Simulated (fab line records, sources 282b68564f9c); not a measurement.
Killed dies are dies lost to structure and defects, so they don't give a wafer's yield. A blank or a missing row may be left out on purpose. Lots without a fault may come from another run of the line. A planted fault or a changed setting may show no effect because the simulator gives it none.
Which tool did it? | flow rit_cmos | 14 lots, 42 wafers sampled, at 3 steps of a route of 202

WHAT THE GAUGES READ, wafer by wafer
RIT_M1_RS_MEAS_01: measures by four-point-probe. Usual: M1_AL_RS 0.0735 ohm/sq, standard deviation 0.00072.
lot  | measured    | on            | M1_AL_RS (ohm/sq)    | flag
L614 | day 3 10:25 | film_metro-01 | 0.0743 0.0748 0.0747 |
L615 | day 3 14:41 | film_metro-01 | 0.0737 0.0736 0.0731 |
L616 | day 3 21:47 | film_metro-02 | 0.0749 0.0751 0.0744 |
L617 | day 3 23:13 | film_metro-02 | 0.0739 0.0736 0.0733 |
L618 | day 4 04:04 | film_metro-01 | 0.0741 0.0728 0.0728 |
L620 | day 4 12:58 | film_metro-01 | 0.0737 0.0740 0.0738 |
L622 | day 5 03:06 | film_metro-02 | 0.0734 0.0741 0.0733 |
L623 | day 5 04:59 | film_metro-01 | 0.0727 0.0739 0.0737 |
L627 | day 5 23:02 | film_metro-04 | 0.0733 0.0726 0.0725 |
L629 | day 6 18:43 | film_metro-04 | 0.0655 0.0734 0.0735 | OFF
L631 | day 7 00:53 | film_metro-04 | 0.0733 0.0652 0.0743 | OFF
L635 | day 7 22:53 | film_metro-02 | 0.0736 0.0746 0.0741 |
L636 | day 8 02:53 | film_metro-04 | 0.0749 0.0727 0.0743 |
L637 | day 8 07:10 | film_metro-02 | 0.0730 0.0722 0.0735 |

RIT_M1_THK_MEAS_02: measures by xrf. Usual: M1_AL_THK 398 nm, standard deviation 4.2.
lot  | measured    | on            | M1_AL_THK (nm) | flag
L614 | day 3 10:31 | film_metro-01 | 393 391 392    |
L615 | day 3 14:49 | film_metro-01 | 397 397 400    |
L616 | day 3 21:53 | film_metro-02 | 393 392 393    |
L617 | day 3 23:19 | film_metro-02 | 395 399 399    |
L618 | day 4 04:11 | film_metro-01 | 396 403 403    |
L620 | day 4 13:04 | film_metro-01 | 398 397 398    |
L622 | day 5 03:13 | film_metro-02 | 397 397 400    |
L623 | day 5 05:06 | film_metro-01 | 405 396 395    |
L627 | day 5 23:09 | film_metro-04 | 400 399 403    |
L629 | day 6 18:50 | film_metro-04 | 446 400 396    | OFF
L631 | day 7 01:00 | film_metro-04 | 398 444 392    | OFF
L635 | day 7 23:00 | film_metro-02 | 398 391 394    |
L636 | day 8 03:01 | film_metro-04 | 392 402 394    |
L637 | day 8 07:17 | film_metro-02 | 401 405 397    |

WHICH TOOL RAN EACH LOT (tool, then ch and the chambers of the sampled wafers, then the start)
lot  | RIT_M1_SPUTTER_00
L614 | pvd_sputter-02, day 3 10:05
L615 | pvd_sputter-01, day 3 14:23
L616 | pvd_sputter-02, day 3 21:27
L617 | pvd_sputter-01, day 3 22:53
L618 | pvd_sputter-02, day 4 03:45
L620 | pvd_sputter-02, day 4 12:38
L622 | pvd_sputter-02, day 5 02:49
L623 | pvd_sputter-03, day 5 04:41
L627 | pvd_sputter-01, day 5 22:44
L629 | pvd_sputter-01, day 6 18:24
L631 | pvd_sputter-01, day 7 00:35
L635 | pvd_sputter-02, day 7 22:35
L636 | pvd_sputter-03, day 8 02:35
L637 | pvd_sputter-02, day 8 06:53
- RIT_M1_SPUTTER_00: material Al, target thk 400 nm, time 500 s.

WHAT THE TOOLS THEMSELVES READ (means of the sampled wafers that have a number; where no wafer has one, the mark that the record gives instead)
RIT_M1_SPUTTER_00. Usual: throttle_valve_pct 29.7 %, standard deviation 0.97.
lot  | tool           | throttle_valve_pct (%) | flag
L614 | pvd_sputter-02 | 30.4                   |
L615 | pvd_sputter-01 | 29.9                   |
L616 | pvd_sputter-02 | 30.1                   |
L617 | pvd_sputter-01 | 29.7                   |
L618 | pvd_sputter-02 | 30.0                   |
L620 | pvd_sputter-02 | 30.5                   |
L622 | pvd_sputter-02 | 29.5                   |
L623 | pvd_sputter-03 | 28.9                   |
L627 | pvd_sputter-01 | 29.6                   |
L629 | pvd_sputter-01 | 30.4                   |
L631 | pvd_sputter-01 | 30.4                   |
L635 | pvd_sputter-02 | 29.6                   |
L636 | pvd_sputter-03 | 28.5                   |
L637 | pvd_sputter-02 | 29.7                   |

THE ANSWER, worked out from the rows above alone
Rule: a lot is off if the mean of its wafers that have a number lies more than 3 standard deviations from the usual mean. A lot without any number at a reading at which 4 lots or more have one is off too. The other lots that the step has rows for count as sound. The gauges are gone through in route order, then the tools' own readings, and for those a lot's mean is taken as printed above. The first step at which some lot is off is used, and at that step the reading that is off furthest; a lot without a number counts as furthest.
Off: L629, L631, at RIT_M1_RS_MEAS_01 (M1_AL_RS).
A tool fits if, at a process step before that reading, it ran every lot that is off, and no sound lot after the first of them. The gauges at RIT_M1_RS_MEAS_01 are tried like those tools. One fits: pvd_sputter-01 at RIT_M1_SPUTTER_00. Its last sound lot is L627 (day 5 22:44), its first lot that is off L629 (day 6 18:24): a fault that began between those two fits.

WHAT THE SIMULATOR HAD PUT IN
Process parameter drift: pvd_sputter-01, from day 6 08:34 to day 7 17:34, at RIT_M1_SPUTTER_00. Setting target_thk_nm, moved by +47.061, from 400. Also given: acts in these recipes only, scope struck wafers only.
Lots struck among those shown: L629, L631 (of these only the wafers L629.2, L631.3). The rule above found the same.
